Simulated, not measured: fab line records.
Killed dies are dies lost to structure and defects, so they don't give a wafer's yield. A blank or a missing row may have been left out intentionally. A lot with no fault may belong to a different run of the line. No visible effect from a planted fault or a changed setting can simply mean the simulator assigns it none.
A struck lot beside a sound one | flow berkeley-cmos170 | 31 steps out of a route of 331
Sound: these wafers, L835.1, L835.2, L835.3. Struck: wafers L841.3, L841.5. (L841.4 of the same lot was not struck and is left out.) The cause comes at the end.
Order at every step that has rows: each side's tool, ch and its chambers, its first start. Under that, the readings that differ: sound wafers | struck wafers | difference of the means | sigmas: that difference in standard deviations of wafers without a fault.
alike: same words and numbers on both sides, and readings whose means sit less than 2 such deviations apart. not compared: any withheld reading, any reading some wafer has no value for, any bound like >300 that may hide the same value, and any number with overlapping values for which the record gives no deviation.
Wherever a step has rows on one side only, a row that says differs or no value, or a row with sigmas, the two part there. Non-overlapping numbers with no deviation appear without sigmas and do not part them. Lack of a reading on every wafer of one side parts them only where that side has two or more wafers.

first, 6 steps without rows for these wafers: UCB170_V2_HMDS_06 (prime time 60 s); UCB170_V2_COAT_07 (resist thk 900 nm); UCB170_V2_SOFTBAKE_08 (time 60 s); UCB170_V2_EXPOSE_09 (exposes mask VIA2, target cd 700 nm); UCB170_V2_PEB_10; UCB170_V2_DEVELOP_11 (develop time 45 s).
UCB170_V2_CD_MEAS_12: the cd target is 700 nm.
  sound: cd-sem-01 at day 8 03:37; struck: cd-sem-01 at day 9 09:08
  alike: cd-nm
UCB170_V2_OVL_MEAS_13:
  sound: overlay-02 at day 8 03:44; struck: overlay-02 at day 9 09:14
  alike: V2_OVL
UCB170_V2_ETCH_14: etches SiO2 in CHF3/CF4/Ar, stops on Al, target depth 1250 nm, time 291 s.
  sound on rie-diel-03 ch 0,2,3, day 8 03:47; struck on rie-diel-03 ch 3, day 9 09:15
  alike: drypump-motor-current-A, oes-product-au, throttle-valve-pct
  not compared: rf-hours-counter-h
UCB170_V2_STRIP_15: strips in O2.
  sound on plasma-asher-01 ch 0,1, day 8 03:57; struck on plasma-asher-04 ch 1, day 9 09:28
  alike: drypump-motor-current-A, oes-product-au, strip-time-to-endpoint-s
  not compared: rf-hours-counter-h
UCB170_V2_CD_MEAS_90: the cd target is 700 nm.
  sound: cd-sem-02 at day 8 04:03; struck: cd-sem-02 at day 9 09:34
  alike: cd-nm
then, 1 step without rows for these wafers: UCB170_M3_PRE_CLEAN_00 (preclean etch time 60 s).
UCB170_M3_SPUTTER_01: material Al, target thk 900 nm, time 120 s.
  sound: pvd-sputter-01 at day 8 04:14; struck: pvd-sputter-01 at day 9 09:43
  reading                               | sound             | struck    | difference | sigmas
  model.Al_of_M3_SPUTTER_01.thk-nm (nm) | 906.8 924.5 904.2 | 1659 1655 | +745       |
  alike: throttle-valve-pct
UCB170_M3_RS_MEAS_02: the measuring method here is four-point-probe.
  sound: film-metro-01 at day 8 04:19; struck: film-metro-01 at day 9 10:08
  reading           | sound                  | struck          | difference | sigmas
  M3_AL_RS (ohm/sq) | 0.0319 0.03129 0.03208 | 0.01734 0.01738 | -0.01440   | -50
  not compared: hold
UCB170_M3_THK_MEAS_03: measures by xrf.
  sound: film-metro-01 at day 8 04:26; struck: film-metro-01 at day 9 15:29
  reading        | sound       | struck    | difference | sigmas
  M3_AL_THK (nm) | 906 919 899 | 1654 1640 | +739       | +76
  not compared: hold
then, 2 steps without rows for these wafers: UCB170_M3_COAT_05 (resist thk 900 nm); UCB170_M3_SOFTBAKE_06 (time 60 s).
UCB170_M3_STRIP_07: strips in O2.
  sound on plasma-asher-02 ch 0,1, day 8 05:15; struck on plasma-asher-01 ch 0,1, day 9 17:44
  alike: drypump-motor-current-A, oes-product-au, strip-time-to-endpoint-s
  not compared: rf-hours-counter-h
then, 7 steps without rows for these wafers: UCB170_M3_STRIP_08 (strips KrF in DMSO, time 600 s); UCB170_M3_COAT_09; UCB170_M3_COAT_10 (resist thk 900 nm); UCB170_M3_SOFTBAKE_11 (time 60 s); UCB170_M3_EXPOSE_12 (exposes mask METAL3, target cd 700 nm); UCB170_M3_PEB_13; UCB170_M3_DEVELOP_14 (develop time 45.91 s).
UCB170_M3_CD_MEAS_15: the cd target is 700 nm.
  sound: cd-sem-02 at day 8 07:02; struck: cd-sem-01 at day 9 18:52
  alike: cd-nm
UCB170_M3_OVL_MEAS_16:
  sound: overlay-02 at day 8 07:09; struck: overlay-02 at day 9 18:57
  alike: M3_OVL
UCB170_M3_ETCH_17: etches BARC in N2/H2.
  sound on rie-diel-04 ch 0,2,3, day 8 07:11; struck on rie-diel-01 ch 1,3, day 9 18:58
  alike: drypump-motor-current-A, oes-product-au, throttle-valve-pct
UCB170_M3_METAL_ETCH_18: etches Al in Cl2/BCl3, stops on SiO2, target depth 1170 nm, time 195 s.
  sound on rie-metal-03 ch 1, day 8 07:14; struck on rie-metal-03 ch 0,1, day 9 19:05
  reading               | sound             | struck      | difference | sigmas
  oes-product-au (a.u.) | 0.876 0.886 0.867 | 1.022 0.989 | +0.129     | +11
  alike: drypump-motor-current-A, throttle-valve-pct
  not compared: rf-hours-counter-h
UCB170_M3_STRIP_19: strips in O2.
  sound on plasma-asher-03 ch 0,1, day 8 07:37; struck on plasma-asher-01 ch 0, day 9 19:14
  reading                     | sound       | struck  | difference | sigmas
  drypump-motor-current-A (A) | 6.0 6.1 6.0 | 5.2 5.2 | -0.8       | -2
  alike: oes-product-au
  not compared: rf-hours-counter-h
UCB170_M3_PROBE_99:
  sound: prober-01 at day 8 08:00; struck: prober-02 at day 9 23:15
  reading                           | sound | struck                                            | difference                   | sigmas
  hold                              | - - - | await-dispo/3.3h/release await-dispo/3.3h/release | no value on the sound wafers |
  model.etest.antenna-m2.short      | 0 0 0 | 1 1                                               | +1                           |
  model.etest.antenna-m3.short      | 0 0 0 | 1 1                                               | +1                           |
  model.etest.antenna-m2.over-limit | 0 0 0 | 1 1                                               | +1                           |
  model.etest.antenna-m3.over-limit | 0 0 0 | 1 1                                               | +1                           |

## WHERE THEY PART
Last at UCB170_M3_PROBE_99 as far as this record goes, first at UCB170_M3_RS_MEAS_02.

WHY: what had been put in by the simulator
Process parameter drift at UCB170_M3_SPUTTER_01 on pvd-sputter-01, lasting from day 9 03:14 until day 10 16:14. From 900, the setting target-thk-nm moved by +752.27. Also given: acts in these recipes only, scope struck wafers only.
